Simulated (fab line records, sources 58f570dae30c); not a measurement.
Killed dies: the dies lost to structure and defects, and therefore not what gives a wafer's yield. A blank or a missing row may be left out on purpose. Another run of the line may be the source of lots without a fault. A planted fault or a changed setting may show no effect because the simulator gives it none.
Which of the tools did it? | flow berkeley cmos170 | 13 lots, 39 wafers sampled, at 5 steps of a route of 331

WHAT EACH GAUGE READ, for each wafer
UCB170_SPACER_THK_MEAS_01.
lot  | measured     | on            | SPACER_TEOS_THK (nm)
L929 | day 6 05:14  | film metro-04 | 374 366 371
L931 | day 6 15:40  | film metro-02 | 378 380 378
L932 | day 7 04:05  | film metro-04 | 376 384 377
L933 | day 7 11:19  | film metro-04 | 378 377 381
L934 | day 7 11:19  | film metro-01 | 375 378 378
L935 | day 7 23:11  | film metro-04 | 368 371 383
L937 | day 8 03:56  | film metro-04 | 374 381 388
L938 | day 8 09:38  | film metro-04 | 378 384 385
L942 | day 9 01:23  | film metro-02 | 375 384 377
L943 | day 9 16:31  | film metro-04 | 375 375 383
L944 | day 9 17:12  | film metro-01 | 379 372 385
L945 | day 9 17:02  | film metro-01 | 372 374 376
L950 | day 10 16:59 | film metro-01 | 371 383 373

UCB170_M1_CD_MEAS_90 targets a cd of 700 nm.
lot  | measured     | on        | cd nm (nm)
L929 | day 6 21:37  | cd sem-01 | 698.2 699.5 697.1
L931 | day 7 13:10  | cd sem-01 | 700.7 700.4 701.3
L932 | day 8 01:05  | cd sem-02 | 697.8 699.3 699.6
L933 | day 8 07:08  | cd sem-01 | 696.4 698.2 696.1
L934 | day 8 07:25  | cd sem-02 | 699.6 699.8 703.9
L935 | day 8 16:25  | cd sem-02 | 695.4 698.3 697.0
L937 | day 9 01:32  | cd sem-01 | 700.3 700.1 705.9
L938 | day 9 09:28  | cd sem-01 | 702.8 701.1 703.0
L942 | day 9 20:32  | cd sem-01 | 696.5 695.7 699.4
L943 | day 10 13:04 | cd sem-01 | 698.0 701.0 699.5
L944 | day 10 17:25 | cd sem-01 | 701.5 699.7 704.3
L945 | day 10 15:14 | cd sem-01 | 700.5 698.5 700.0
L950 | day 11 11:23 | cd sem-01 | 697.8 700.3 697.5

UCB170_M2_CD_MEAS_15 targets a cd of 700 nm.
lot  | measured     | on        | cd nm (nm)
L929 | day 7 09:31  | cd sem-01 | 699.1 700.2 698.6
L931 | day 8 00:11  | cd sem-01 | 701.1 701.1 700.8
L932 | day 8 10:29  | cd sem-01 | 698.7 699.5 699.6
L933 | day 8 17:02  | cd sem-01 | 701.6 700.6 701.1
L934 | day 8 17:25  | cd sem-02 | 701.2 699.6 699.8
L935 | day 9 03:29  | cd sem-02 | 700.1 699.5 699.2
L937 | day 9 13:42  | cd sem-02 | 701.3 701.4 702.2
L938 | day 9 17:31  | cd sem-02 | 702.1 702.5 702.8
L942 | day 10 06:30 | cd sem-01 | 698.1 697.6 698.5
L943 | day 10 22:46 | cd sem-02 | 700.2 700.9 700.9
L944 | day 11 02:41 | cd sem-02 | 701.3 703.5 703.1
L945 | day 10 23:02 | cd sem-02 | 701.5 700.3 700.1
L950 | day 11 19:26 | cd sem-01 | 700.8 700.0 699.9

WHICH TOOL RAN EACH LOT (tool, then ch and the chambers of the sampled wafers, then the start)
lot  | UCB170_ACTIVE_ETCH_15             | UCB170_ACTIVE_STRIP_16
L929 | rie diel-02 ch 1,2, day 4 02:12   | plasma asher-01 ch 0,1, day 4 02:18
L931 | rie diel-01 ch 1,2,3, day 4 12:52 | plasma asher-04 ch 0,1, day 4 13:01
L932 | rie diel-01 ch 0,3, day 4 18:41   | plasma asher-04 ch 0,1, day 4 18:47
L933 | rie diel-01 ch 1,2,3, day 5 04:59 | plasma asher-01 ch 0,1, day 5 05:05
L934 | rie diel-02 ch 0,2,3, day 5 05:05 | plasma asher-04 ch 0,1, day 5 05:13
L935 | rie diel-01 ch 0,1, day 5 12:53   | plasma asher-01 ch 0,1, day 5 12:59
L937 | rie diel-03 ch 0,3, day 5 22:49   | plasma asher-04 ch 0,1, day 5 22:55
L938 | rie diel-03 ch 0,1,3, day 6 08:14 | plasma asher-03 ch 0,1, day 6 08:22
L942 | rie diel-01 ch 1,2,3, day 6 19:31 | plasma asher-01 ch 0, day 6 19:37
L943 | rie diel-03 ch 1,3, day 7 08:08   | plasma asher-03 ch 0,1, day 7 08:14
L944 | rie diel-01 ch 0,1, day 7 16:38   | plasma asher-03 ch 0,1, day 7 16:44
L945 | rie diel-01 ch 2,3, day 7 19:40   | plasma asher-01 ch 0,1, day 7 19:46
L950 | rie diel-02 ch 1,2, day 8 17:40   | plasma asher-01 ch 0,1, day 8 17:46
- UCB170_ACTIVE_ETCH_15: etches Si3N4 in CH3F/Ar/O2, stops on SiO2, target depth 242 nm, time 151 s.
- UCB170_ACTIVE_STRIP_16: strips in O2.

WHAT THE TOOLS THEMSELVES READ (means of the sampled wafers that have a number; where no wafer has one, the mark that the record gives instead)
UCB170_ACTIVE_ETCH_15.
lot  | tool        | chamber pressure mTorr (mTorr) | drypump motor current A (A) | oes product au (a.u.) | run length s (s) | throttle valve pct (%)
L929 | rie diel-02 | 49.99                          | 5.6                         | 0.939                 | 178.9            | 7.89
L931 | rie diel-01 | 50.00                          | 5.5                         | 0.954                 | 179.5            | 8.08
L932 | rie diel-01 | 50.06                          | 5.5                         | 0.960                 | 179.3            | 8.10
L933 | rie diel-01 | 49.98                          | 5.5                         | 0.942                 | 179.2            | 8.06
L934 | rie diel-02 | 49.98                          | 5.5                         | 0.945                 | 179.2            | 7.92
L935 | rie diel-01 | 50.00                          | 6.1                         | 0.951                 | 179.7            | 8.19
L937 | rie diel-03 | 50.02                          | 5.7                         | 0.948                 | 178.9            | 8.01
L938 | rie diel-03 | 49.98                          | 5.7                         | 0.941                 | 179.1            | 8.00
L942 | rie diel-01 | 50.03                          | 5.5                         | 0.942                 | 179.4            | 8.07
L943 | rie diel-03 | 50.01                          | 5.5                         | 0.939                 | 179.5            | 8.13
L944 | rie diel-01 | 50.01                          | 6.0                         | 0.940                 | 179.7            | 8.10
L945 | rie diel-01 | 50.03                          | 5.4                         | 0.922                 | 185.7            | 8.13
L950 | rie diel-02 | 50.03                          | 5.7                         | 0.954                 | 179.1            | 7.82

UCB170_ACTIVE_STRIP_16.
lot  | tool            | chamber pressure mTorr (mTorr) | drypump motor current A (A) | oes product au (a.u.) | strip time to endpoint s (s)
L929 | plasma asher-01 | 3499                           | 5.5                         | 0.718                 | 18.13
L931 | plasma asher-04 | 3502                           | 6.5                         | 0.719                 | 18.08
L932 | plasma asher-04 | 3500                           | 6.6                         | 0.725                 | 18.23
L933 | plasma asher-01 | 3500                           | 5.1                         | 0.721                 | 18.16
L934 | plasma asher-04 | 3500                           | 6.6                         | 0.725                 | 18.12
L935 | plasma asher-01 | 3498                           | 5.5                         | 0.725                 | 18.19
L937 | plasma asher-04 | 3498                           | 6.5                         | 0.724                 | 18.13
L938 | plasma asher-03 | 3499                           | 5.3                         | 0.721                 | 18.01
L942 | plasma asher-01 | 3501                           | 5.9                         | 0.720                 | 17.99
L943 | plasma asher-03 | 3501                           | 5.5                         | 0.723                 | 18.06
L944 | plasma asher-03 | 3499                           | 5.5                         | 0.718                 | 18.22
L945 | plasma asher-01 | 3500                           | 5.5                         | 0.721                 | 17.92
L950 | plasma asher-01 | 3499                           | 5.5                         | 0.726                 | 18.06

THE ANSWER, worked out from the rows above alone
Rule: the usual values come from the lots themselves. Put in order of their means at a reading, lots are off if they are a third of the lots or fewer, leave a main group of 4 or more, and stand apart from it by a gap of 3 or more times the standard deviation of the main group's means; of several such gaps the widest counts. The tables above print the reading to a certain number of digits; a main group whose means all agree to those digits is not used. Also off: a lot with no number at a reading for which 4 or more lots have one. The other lots that the step has rows for count as sound. First the gauges in route order, then the tools' own readings, where a lot's mean is used as printed above. The first step at which some lot is off is used, and at that step the reading that is off furthest; a lot without a number counts as furthest.
Off: L945, at UCB170_ACTIVE_ETCH_15 (run length s). Mean 179.3 s and standard deviation 0.26 in the main group.
A tool fits if, at that step or a process step before it, it ran every lot that is off, and no sound lot after the first of them. One fits: rie diel-01 at UCB170_ACTIVE_ETCH_15. A fault onset in the window from L944 (day 7 16:38, its last sound lot) to L945 (day 7 19:40, its first lot off) fits.
On the lots that are off, the tool's own readings at UCB170_ACTIVE_ETCH_15 differ by more than 5 times the standard deviation of the sound lots' means, which bears it out; run length s reads 185.7 s there versus 179.3 s on the sound lots.

WHAT WAS PUT IN BY THE SIMULATOR
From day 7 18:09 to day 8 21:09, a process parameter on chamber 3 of rie diel-01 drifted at UCB170_ACTIVE_ETCH_15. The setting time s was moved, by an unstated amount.
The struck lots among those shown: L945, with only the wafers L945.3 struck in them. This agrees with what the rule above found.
